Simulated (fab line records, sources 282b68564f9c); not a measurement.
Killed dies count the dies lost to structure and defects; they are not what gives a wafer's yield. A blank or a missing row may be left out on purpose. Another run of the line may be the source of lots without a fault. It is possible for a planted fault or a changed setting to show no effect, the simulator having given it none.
Problem report, 8D (eight disciplines) form, completed by code | flow rit cmos | the parts of the form that need people (team, actions taken, sign-off) are left out

## 1. WHAT IS WRONG
M1_AL_RS at RIT_M1_RS_MEAS_01 reads a mean of 0.1013 ohm/sq on 3 wafers of 3 lots; wafers without a fault read 0.0736 ohm/sq with a standard deviation of 0.00056. Relative to the usual mean, that is a shift of +50 standard deviations.
The step: measures by four-point-probe.
First observed at day 5 06:38: wafer L894.3, on film metro-01. Wafers with a number at this step in the record: 41, from 14 lots. By rule, "out" or "out of limits" means more than 4 standard deviations away from the usual mean. Any other wafer with a number is counted as sound.

## 2. WHAT IT IS, AND WHAT IT ISN'T
question                    | is                           | is not
which readings at this step | M1_AL_RS                     | -
which lots                  | L894, L895, L897             | L885, L886, L887, L888, L889, L891, L900, L901, L903, L905, L908
which wafers of those lots  | L894.3, L895.3, L897.2       | L894.4, L894.5, L895.1, L895.2, L897.3
read on which gauges        | film metro-01, film metro-02 | film metro-03
when                        | from day 5 06:38             | up to then (20 sound wafers); but 18 sound wafers of L895, L897, L900, L901, L903, L905, L908 came after

## 3. WHAT RULES OUT EACH SUSPECT
Counting: a tool at a process step up to the reading stays a suspect if it ran every lot that is out. Sound lots after the first of them don't rule it out here, since some wafers of a struck lot are sound.
- the gauge at RIT_M1_RS_MEAS_01 is ruled out. 2 gauges (film metro-01, film metro-02) read the wafers that are out.
- pvd sputter-01 at RIT_M1_SPUTTER_00 (material Al, target thk 400 nm, time 500 s): kept. Every lot that is out went through it, the first being L894 (day 5 06:17); the last sound lot it ran before that was L891 (day 4 18:22).
Remaining after the count: pvd sputter-01 at RIT_M1_SPUTTER_00.

## 4. THE CAUSE (what the simulator had put in)
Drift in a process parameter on pvd sputter-01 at RIT_M1_SPUTTER_00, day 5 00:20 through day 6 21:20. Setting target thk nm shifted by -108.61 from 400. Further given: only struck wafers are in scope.
The count eliminated every tool but this one.

## 5. THE EFFECT CHAIN, in route order
One row per reading whose mean, taken over the struck wafers that have a number, lies over 3 standard deviations from the usual. Readings are gone through only where the record gives a usual standard deviation; hours: the median, over the lots, of the time from a lot's start at the first step in this table giving one to that lot's start at this step; sigmas: the change measured in usual standard deviations.
hours | step                 | reading        | usual         | on struck wafers | change  | sigmas
0     | RIT_M1_RS_MEAS_01    | M1_AL_RS       | 0.0736 ohm/sq | 0.1013           | +0.0277 | +50
3     | RIT_M1_THK_MEAS_02   | M1_AL_THK      | 409 nm        | 299              | -110    | -27
8     | RIT_M1_METAL_ETCH_12 | oes product au | 0.779 a.u.    | 0.658            | -0.121  | -7.6
Here are the process steps it includes:
- RIT_M1_METAL_ETCH_12: etches Al in Cl2/BCl3, stops on SiO2, time 165 s, target depth 600 nm.

## 6. WHAT WOULD HAVE CAUGHT IT SOONER
6 hours passed between the start of the fault at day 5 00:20 and the first reading out of limits at a measuring or inspecting step in this record, taken at day 5 06:38.
No tool reading at RIT_M1_SPUTTER_00 that has a usual standard deviation in the record was out on any struck wafer, so an alarm limit of 4 standard deviations on those readings would not have fired.
Among the 3 lots that are out, L895, L897 began RIT_M1_SPUTTER_00 on pvd sputter-01 after day 5 06:38. A hold on the tool at that time would have spared those 2.
